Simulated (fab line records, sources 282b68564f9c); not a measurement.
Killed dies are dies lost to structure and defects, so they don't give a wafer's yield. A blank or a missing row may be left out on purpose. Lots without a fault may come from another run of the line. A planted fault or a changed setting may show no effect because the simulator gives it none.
Problem report in the 8D (eight disciplines) form, filled by code | flow rit_cmos | the parts of the form that need people (team, actions taken, sign-off) are left out

1. THE PROBLEM
run_length_s at RIT_GATE_ETCH_19 reads a mean of 151.5 s on 3 wafers of 2 lots; wafers without a fault read 193.2 s with a standard deviation of 0.41. That is -99 or more standard deviations from the usual mean.
The step: etches poly-Si in SF6/CHF3/O2, stops on SiO2, time 165 s, target depth 312.5 nm.
First seen on wafer L828.2, day 3 16:20, on rie_si-02. The record holds 18 wafers of 6 lots with a number at this step. Rule for "out", or "out of limits": more than 4 standard deviations from the usual mean. The other wafers with a number count as sound.

2. WHAT IT IS AND WHAT IT IS NOT
question                    | is                           | is not
which readings at this step | run_length_s, oes_product_au | chamber_pressure_mTorr, drypump_motor_current_A, throttle_valve_pct
which lots                  | L828, L830                   | L824, L833, L841, L845
which wafers of those lots  | L828.2, L828.5, L830.1       | L828.3, L830.3, L830.5
read on which tools         | rie_si-02                    | rie_si-01
when                        | from day 3 16:20             | up to then (4 sound wafers); but 11 sound wafers of L830, L833, L841, L845 came after

3. SUSPECTS, AND WHAT RULES EACH OUT
Counting: a tool at a process step up to the reading stays a suspect if it ran every lot that is out. Sound lots after the first of them don't rule it out here, since some wafers of a struck lot are sound.
- rie_si-02 at RIT_GATE_ETCH_19 (etches poly-Si in SF6/CHF3/O2, stops on SiO2, time 165 s, target depth 312.5 nm): kept. It ran every lot that is out, first L828 (day 3 16:20); its last sound lot up to then is L824 (day 2 16:22). Its own readings are out on those wafers: oes_product_au, run_length_s.
- Within rie_si-02 at RIT_GATE_ETCH_19: the wafers that are out ran in chamber 0; their sound lot-mates ran in chambers 2, 3.
Left after counting: rie_si-02 at RIT_GATE_ETCH_19.

4. THE CAUSE (what the simulator had put in)
Process parameter drift: rie_si-02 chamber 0, from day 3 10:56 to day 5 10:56, at RIT_GATE_ETCH_19. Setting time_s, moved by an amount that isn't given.
Counting left only this tool.

5. THE CHAIN OF EFFECTS, in route order
Each row: a reading whose mean over the struck wafers that have a number lies more than 3 standard deviations from the usual. Only readings for which the record gives a usual standard deviation are gone through. hours: the time from each lot's start at the first step in this table that gives one to its start at this step, as a median over the lots. sigmas: the change in usual standard deviations.
hours | step             | reading             | usual      | on struck wafers | change | sigmas
0     | RIT_GATE_ETCH_19 | oes_product_au      | 0.838 a.u. | 0.995            | +0.157 | +11
0     | RIT_GATE_ETCH_19 | run_length_s        | 193.2 s    | 151.5            | -41.7  | -99 or more
20    | RIT_M1_PROBE_99  | killed_at_front_end | 7          | 263              | +256   | +85
20    | RIT_M1_PROBE_99  | killed_dies         | 7          | 263              | +256   | +83
20    | RIT_M1_PROBE_99  | killed_on_rim       | 1.8        | 70.0             | +68.2  | +49
The process steps in it:
- RIT_GATE_ETCH_19: etches poly-Si in SF6/CHF3/O2, stops on SiO2, time 165 s, target depth 312.5 nm.
- RIT_M1_PROBE_99
Readings that are blank on the struck wafers while sound wafers have them: rf_fwd_power_W at RIT_GATE_ETCH_19.

6. WHAT WOULD HAVE CAUGHT IT SOONER
In this record the first reading out of limits was taken at day 3 16:20, 5 hours after the fault began at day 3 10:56.
